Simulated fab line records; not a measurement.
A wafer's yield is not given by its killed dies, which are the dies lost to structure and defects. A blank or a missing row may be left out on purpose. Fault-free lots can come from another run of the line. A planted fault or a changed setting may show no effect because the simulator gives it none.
fab line records	flow ritCmos
record lots=6	wafers=18	lastDay=7
route steps=202 shown GATE@94 REOX@98 NLDD@103 M1@202
lots untouched by any fault: they come from a run of this same line in which no faults occurred
startH: hours from the record's first day to the start of the lot's first wafer shown	waitH: hours from the lot's prior step to this one	" the same as in the row above	L1.1+2: a single row standing in for several wafers	- either no value or no given start	* or withheld: withheld	< > ~ a bound
route shown NAME@n: names a module that has steps shown in the file, with the first one's number in the route	usual: mean and standard deviation over wafers with no fault	same: alike in all rows	chamber/n: place in a boat	sites: per-site readings	_std_site: standard deviation across them	_edge_site: the outer-site mean with the inner-site mean subtracted	radiusMm: how far each site lies from the wafer's centre	mask NAME#n: copy n	behind: the most recent tool/chamber to have shaped the wafer	hold: the reason the lot was held/the length of the hold in hours/how it ended	device: which transistor (n, p or np) failed to switch	end of line: the route-end tests of the same wafers	a step with no rows: only its recipe	killed: dies lost to structure and defects at the first sort, not the wafer's yield	map: a wafer's dies, marking killed ones x, the rest . and places with no die _
set.NAME: the setting the step ran with; set.NAME@STEP: the setting that earlier step ran with	model.NAME: the simulator's own value behind a step, which no gauge read
a table for each step, a row for each wafer; lots at some steps of the route
services: the hour from which a tool's chamber was out of use, counted from the record's first day as startH (under 0 if before that day), plus the number of hours and why
## steps
# step RIT_GATE_HARDBAKE_18
# recipe resist=NOVOLAK	tempC=140	timeS=60
# step RIT_GATE_ETCH_19
# recipe chemistry=SF6/CHF3/O2	timeS=165	SF6_flow_sccm=30	CHF3_flow_sccm=30	O2_flow_sccm=5	target=poly-Si	pressureMtorr=40	rfW=162.4	targetDepthA=3125	overEtchFrac=0.25	stopOn=SiO2
# usual CHF3_flow_sccm=30.00/0.092	drypumpMotorCurrentA=5.8/0.57	oesProductAu=0.875/0.013	throttleValvePct=10.21/0.14
# same overEtchFrac=0.25
lot.wafer	tool	chamber	startH	waitH	CHF3_flow_sccm	drypumpMotorCurrentA	oesProductAu	rfHoursCounterH	throttleValvePct
L966.1	rieSi-02	1	40.03	0.1	30.08	5.3	0.853	147	10.12
L966.2	"	3	"	"	29.97	6.2	0.873	92	10.03
L966.6	"	1	"	"	30.02	5.3	0.846	-	10.11
L972.1	rieSi-02	3	66.27	0.1	30.07	6.2	0.868	93	10.02
L972.4	"	2	"	"	30.01	5.0	0.880	80	10.08
L972.5	"	3	"	"	30.11	6.2	0.870	-	10.02
L977.1	rieSi-01	2	91.88	0.1	29.98	6.8	0.900	142	10.57
L977.4	"	1	"	"	29.93	6.3	0.889	98	10.24
L977.5	"	1	"	"	29.91	6.3	0.908	-	10.24
L978.3	rieSi-02	3	96.27	0.1	30.01	6.2	0.876	93	10.03
L978.4	"	0	"	"	30.06	5.8	0.867	-	10.22
L978.6	"	3	"	"	30.01	6.2	0.873	-	10.04
L987.2	rieSi-01	0	141.80	0.1	29.94	5.3	0.858	2	10.27
L987.4	"	0	"	"	30.06	5.3	0.853	-	10.28
L987.6	"	0	"	"	30.23	5.3	0.865	-	10.28
L989.4	rieSi-01	3	151.21	0.1	29.98	6.2	0.876	-	10.27
L989.5	"	0	"	"	30.06	5.3	0.872	-	10.28
L989.6	"	1	"	"	29.98	6.3	0.895	-	10.27
# step RIT_GATE_STRIP_20
# recipe chemistry=O2	timeS=180	resist=NOVOLAK	platenTempC=withheld	powerW=500	pressureMtorr=4000	o2FlowSccm=4000
# usual drypumpMotorCurrentA=5.65/0.28
lot.wafer	tool	chamber	startH	waitH	drypumpMotorCurrentA	rfHoursCounterH
L966.1	plasmaAsher-01	1	40.14	0.1	5.66	41
L966.2	"	0	"	"	5.70	41
L966.6	"	1	"	"	5.66	-
L972.1	plasmaAsher-01	0	66.38	0.1	5.74	44
L972.4	"	1	"	"	5.66	-
L972.5	"	1	"	"	5.65	-
L977.1	plasmaAsher-01	1	91.99	0.1	5.65	46
L977.4	"	0	"	"	5.68	-
L977.5	"	0	"	"	5.68	-
L978.3	plasmaAsher-02	0	96.44	0.1	5.50	-
L978.4	"	1	"	"	5.86	-
L978.6	"	0	"	"	5.47	-
L987.2	plasmaAsher-02	1	141.96	0.1	5.83	51
L987.4	"	1	"	"	5.81	-
L987.6	"	1	"	"	5.82	-
L989.4	plasmaAsher-01	0	151.32	0.1	5.72	-
L989.5	"	0	"	"	5.70	-
L989.6	"	1	"	"	5.66	-
# step RIT_GATE_CD_MEAS_90
# recipe targetCdNm=150
# usual cdNm=149.6/2.6
lot.wafer	tool	chamber	startH	waitH	cdNm
L966.1	cdSem-02	-	40.31	0.1	153.2
L966.2	"	-	"	"	151.1
L966.6	"	-	"	"	149.5
L972.1	cdSem-02	-	66.55	0.1	149.4
L972.4	"	-	"	"	148.8
L972.5	"	-	"	"	152.4
L977.1	cdSem-02	-	92.17	0.1	149.7
L977.4	"	-	"	"	147.9
L977.5	"	-	"	"	148.4
L978.3	cdSem-01	-	96.59	0.1	150.0
L978.4	"	-	"	"	147.3
L978.6	"	-	"	"	149.1
L987.2	cdSem-02	-	142.16	0.1	146.9
L987.4	"	-	"	"	146.3
L987.6	"	-	"	"	147.4
L989.4	cdSem-02	-	151.50	0.1	151.5
L989.5	"	-	"	"	150.6
L989.6	"	-	"	"	150.0
# step RIT_REOX_CLEAN_00
# recipe chemistry=SC1	mix=3:3:50	timeS=600	tempC=75
# step RIT_REOX_CLEAN_01
# recipe chemistry=dHF	dilution=50:1	timeS=30
# step RIT_REOX_CLEAN_02
# recipe chemistry=SC2	mix=3:3:50	timeS=600	tempC=75	dry=n2Spin
# step RIT_REOX_OXIDATION_03
# recipe tempC=900	ambient=O2	targetThkA=252	oxTimeS=5580
# step RIT_REOX_THK_MEAS_04
# recipe reads=SiO2_of_REOX_OXIDATION_03
# usual REOX_OXIDE_THK=25.2/0.39
lot.wafer	tool	chamber	startH	waitH	REOX_OXIDE_THK[nm]
L966.1	filmMetro-04	-	43.35	0.0	25.4
L966.2	"	-	"	"	25.5
L966.6	"	-	"	"	25.1
L972.1	filmMetro-04	-	69.61	0.0	25.8
L972.4	"	-	"	"	25.3
L972.5	"	-	"	"	25.2
L977.1	filmMetro-03	-	95.21	0.0	24.7
L977.4	"	-	"	"	25.0
L977.5	"	-	"	"	24.9
L978.3	filmMetro-04	-	99.82	0.0	25.0
L978.4	"	-	"	"	25.3
L978.6	"	-	"	"	25.7
L987.2	filmMetro-03	-	145.45	0.0	25.3
L987.4	"	-	"	"	25.3
L987.6	"	-	"	"	25.2
L989.4	filmMetro-04	-	154.63	0.0	25.3
L989.5	"	-	"	"	25.2
L989.6	"	-	"	"	25.4
# step RIT_NLDD_HMDS_00
# recipe primeTimeS=60	primeTempC=140
# step RIT_NLDD_COAT_01
# recipe resist=NOVOLAK	spinRpm=3250	resistThkNm=1000
# step RIT_NLDD_SOFTBAKE_02
# recipe resist=NOVOLAK	tempC=90	timeS=60
# step RIT_NLDD_EXPOSE_03
# recipe maskId=M7	na=0.57	targetCdNm=40700	doseMj=250
# usual stageVelMmS=499.98/0.25
lot.wafer	tool	chamber	startH	waitH	mask	stageVelMmS	model.NLDD.overlayXNm
L966.1	ilineStepper-02	0	43.90	0.1	M7#0	499.61	2.426
L966.2	"	0	"	"	M7#0	499.72	2.426
L966.6	"	0	"	"	M7#0	499.61	2.426
L972.1	ilineStepper-01	0	70.21	0.1	M7#0	500.09	1.243
L972.4	"	0	"	"	M7#0	500.18	1.243
L972.5	"	0	"	"	M7#0	500.12	1.243
L977.1	ilineStepper-02	0	95.84	0.2	M7#0	500.09	-180
L977.4	"	0	"	"	M7#0	500.03	-180
L977.5	"	0	"	"	M7#0	500.26	-180
L978.3	ilineStepper-02	0	100.35	0.1	M7#0	499.97	-180.6
L978.4	"	0	"	"	M7#0	499.84	-180.6
L978.6	"	0	"	"	M7#0	499.56	-180.6
L987.2	ilineStepper-01	0	145.97	0.1	M7#0	500.00	-0.2637
L987.4	"	0	"	"	M7#0	499.94	-0.2637
L987.6	"	0	"	"	M7#0	500.14	-0.2637
L989.4	ilineStepper-01	0	155.17	0.1	M7#0	499.79	-0.07974
L989.5	"	0	"	"	M7#0	499.89	-0.07974
L989.6	"	0	"	"	M7#0	500.07	-0.07974
# step RIT_NLDD_PEB_04
# recipe resist=NOVOLAK	tempC=withheld	timeS=withheld
# step RIT_NLDD_DEVELOP_05
# recipe resist=NOVOLAK	developTimeS=50	devTempC=23
# step RIT_NLDD_OVL_MEAS_06
# usual NLDD_OVL=-0.4/1.5
lot.wafer	tool	chamber	startH	waitH	NLDD_OVL[nm]
L966.1	overlay-01	-	44.30	-	2.1
L966.2	"	-	"	"	0.0
L966.6	"	-	"	"	2.0
L972.1	overlay-02	-	70.71	-	0.5
L972.4	"	-	"	"	-0.8
L972.5	"	-	"	"	-0.6
L977.1	overlay-02	-	96.24	-	-181.0
L977.4	"	-	"	"	-182.6
L977.5	"	-	"	"	-182.6
L978.3	overlay-01	-	100.72	-	-181.0
L978.4	"	-	"	"	-181.6
L978.6	"	-	"	"	-180.9
L987.2	overlay-01	-	146.36	-	-2.7
L987.4	"	-	"	"	-3.3
L987.6	"	-	"	"	-1.9
L989.4	overlay-01	-	155.53	-	-2.9
L989.5	"	-	"	"	-1.7
L989.6	"	-	"	"	-1.5
# step RIT_NLDD_HARDBAKE_07
# recipe resist=NOVOLAK	tempC=138.7	timeS=60
# step RIT_M1_PROBE_99
# usual killedAtContacts=0.0/0.22	killedAtFrontEnd=6.5/3	killedDies=6.6/3	killedOpen=3.4/2.2	killedShort=3.3/1.7
# same grossDies=264	killed_at_M0_to_M3=0	killed_at_M4_up=0	killedAtBackSide=0	killedAtOther=0
lot.wafer	tool	chamber	startH	waitH	killedAtContacts	killedAtFrontEnd	killedDies	killedOpen	killedShort	model.etest.nldd.widthNm
L966.1	prober-01	-	59.96	0.1	0	3	3	1	2	3186
L966.2	prober-01	-	60.01	0.1	0	3	3	1	2	3148
L966.6	prober-01	-	60.21	0.2	0	7	7	2	5	3161
L972.1	prober-01	-	85.99	0.1	0	8	8	5	3	3198
L972.4	prober-01	-	86.14	0.2	0	7	7	4	3	3192
L972.5	prober-01	-	86.19	0.2	0	6	6	4	2	3183
L977.1	prober-02	-	112.80	0.1	0	7	7	1	6	3103
L977.4	prober-02	-	112.95	0.2	0	6	6	3	3	3098
L977.5	prober-02	-	113.00	0.2	0	7	7	2	5	3096
L978.3	prober-01	-	116.40	0.2	1	11	12	10	2	3117
L978.4	prober-01	-	116.45	0.2	0	7	7	3	4	3092
L978.6	prober-01	-	116.55	0.2	0	8	8	3	5	3095
L987.2	prober-02	-	162.90	0.1	0	9	9	4	5	3234
L987.4	prober-02	-	163.00	0.2	0	9	9	5	4	3218
L987.6	prober-02	-	163.10	0.2	1	4	5	2	3	3218
L989.4	prober-02	-	171.66	0.2	0	7	7	5	2	3242
L989.5	prober-02	-	171.71	0.2	0	8	8	2	6	3213
L989.6	prober-02	-	171.76	0.2	0	7	7	3	4	3225
# killed by level:class
L966.1 FOX1:geometricParticle:short=1 SILICIDE:geometricParticle:short=1 SILICIDE:geometricParticle:open=1
L966.2 SILICIDE:geometricParticle:short=1 REOX:geometricParticle:open=1 REOX:geometricParticle:short=1
L966.6 GATE:geometricParticle:short=2 REOX:geometricParticle:open=1 REOX:geometricParticle:short=1 SPACER:geometricParticle:short=1 SILICIDE:geometricParticle:open=1 SILICIDE:geometricParticle:short=1
L972.1 FOX2:geometricParticle:open=2 SILICIDE:geometricParticle:short=2 GATE:geometricParticle:open=1 GATE:geometricParticle:short=1 REOX:geometricParticle:open=1 SPACER:geometricParticle:open=1
L972.4 GATE:geometricParticle:short=2 FOX1:geometricParticle:open=1 FOX2:geometricParticle:open=1 REOX:geometricParticle:open=1 REOX:geometricParticle:short=1 SILICIDE:geometricParticle:open=1
L972.5 FOX1:geometricParticle:open=1 FOX1:geometricParticle:short=1 FOX2:geometricParticle:open=1 REOX:geometricParticle:open=1 SPACER:geometricParticle:open=1 SILICIDE:geometricParticle:short=1
L977.1 GATE:geometricParticle:short=3 FOX2:geometricParticle:short=1 REOX:geometricParticle:short=1 SPACER:geometricParticle:short=1 SPACER:geometricParticle:open=1
L977.4 SPACER:geometricParticle:open=2 FOX1:geometricParticle:open=1 FOX1:geometricParticle:short=1 GATE:geometricParticle:short=1 SPACER:geometricParticle:short=1
L977.5 GATE:geometricParticle:short=2 SPACER:geometricParticle:short=2 FOX1:geometricParticle:short=1 GATE:geometricParticle:open=1 SPACER:geometricParticle:open=1
L978.3 REOX:geometricParticle:open=5 GATE:geometricParticle:open=2 FOX1:geometricParticle:short=1 FOX1:geometricParticle:open=1 FOX2:geometricParticle:open=1 SPACER:geometricParticle:short=1 CONTACT:geometricParticle:open=1
L978.4 FOX1:geometricParticle:open=1 FOX1:geometricParticle:short=1 GATE:geometricParticle:open=1 REOX:geometricParticle:short=1 SPACER:geometricParticle:short=1 SILICIDE:geometricParticle:short=1 SILICIDE:geometricParticle:open=1
L978.6 SPACER:geometricParticle:short=2 FOX1:geometricParticle:short=1 FOX1:geometricParticle:open=1 GATE:geometricParticle:short=1 REOX:geometricParticle:open=1 REOX:geometricParticle:short=1 SPACER:geometricParticle:open=1
L987.2 FOX1:geometricParticle:short=2 GATE:geometricParticle:short=2 FOX1:geometricParticle:open=1 GATE:geometricParticle:open=1 REOX:geometricParticle:open=1 SPACER:geometricParticle:short=1 SPACER:geometricParticle:open=1
L987.4 GATE:geometricParticle:short=4 FOX1:geometricParticle:open=2 FOX2:geometricParticle:open=2 REOX:geometricParticle:open=1
L987.6 FOX2:geometricParticle:open=1 SPACER:geometricParticle:short=1 SILICIDE:geometricParticle:open=1 SILICIDE:geometricParticle:short=1 CONTACT:geometricParticle:short=1
L989.4 FOX2:geometricParticle:open=2 FOX1:geometricParticle:open=1 FOX2:geometricParticle:short=1 GATE:geometricParticle:open=1 GATE:geometricParticle:short=1 REOX:geometricParticle:open=1
L989.5 GATE:geometricParticle:short=4 FOX2:geometricParticle:short=1 FOX2:geometricParticle:open=1 REOX:geometricParticle:open=1 SPACER:geometricParticle:short=1
L989.6 GATE:geometricParticle:open=2 SILICIDE:geometricParticle:short=2 FOX1:geometricParticle:open=1 FOX2:geometricParticle:short=1 GATE:geometricParticle:short=1
## services
tool	chamber	startH	hours	kind
ilineStepper-01	-	16.82	1.7	pm
ilineStepper-02	-	48.99	1.7	pm
rieSi-02	1	87.32	1.4	repair
rieSi-02	1	92.86	9.1	repair
rieSi-01	2	101.96	10.0	repair
ilineStepper-01	-	105.04	1.3	repair
plasmaAsher-01	-	108.75	9.0	pm
plasmaAsher-01	0	108.75	9.0	ventCycle
plasmaAsher-01	1	108.75	9.0	ventCycle
plasmaAsher-01	0	117.75	-	clean
plasmaAsher-01	1	117.75	-	clean
rieSi-02	2	119.61	5.7	repair
rieSi-02	1	125.27	-	clean
rieSi-02	1	125.27	18.6	scheduledDown
rieSi-02	1	125.27	18.6	ventCycle
rieSi-01	-	128.27	0.7	repair
rieSi-01	3	133.61	10.2	repair
rieSi-01	2	137.09	14.1	repair
rieSi-01	2	151.26	-	clean
## key
firstSign step=RIT_NLDD_OVL_MEAS_06	reading=NLDD_OVL	direction=down	sigmas=99+	usual=-0.4	struck=-181.6
effect none on later readings
modelEffect step=RIT_NLDD_EXPOSE_03	value=NLDD.overlayXNm	without=-0.2723	struck=-180.3
modelEffect step=RIT_M1_PROBE_99	value=etest.nldd.widthNm	without=3223	struck=3100
metAt RIT_NLDD_EXPOSE_03
struckWafers L977.1,L977.4,L977.5,L978.3,L978.4,L978.6
testerLeftOut L977,L978
onsetBetween 43.90 95.84
fault kind=scannerMatchingOverlay	tool=ilineStepper-02	chamber=-	onsetH=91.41	steps=RIT_NLDD_EXPOSE_03	offset=-180
# testerLeftOut: of these lots the tester's yield and bins aren't shown, on N5 and GAA mostly nor the transistor test; their killed dies are dies lost to structure and defects alone, not to doping, threshold or leakage, so they don't give the yield
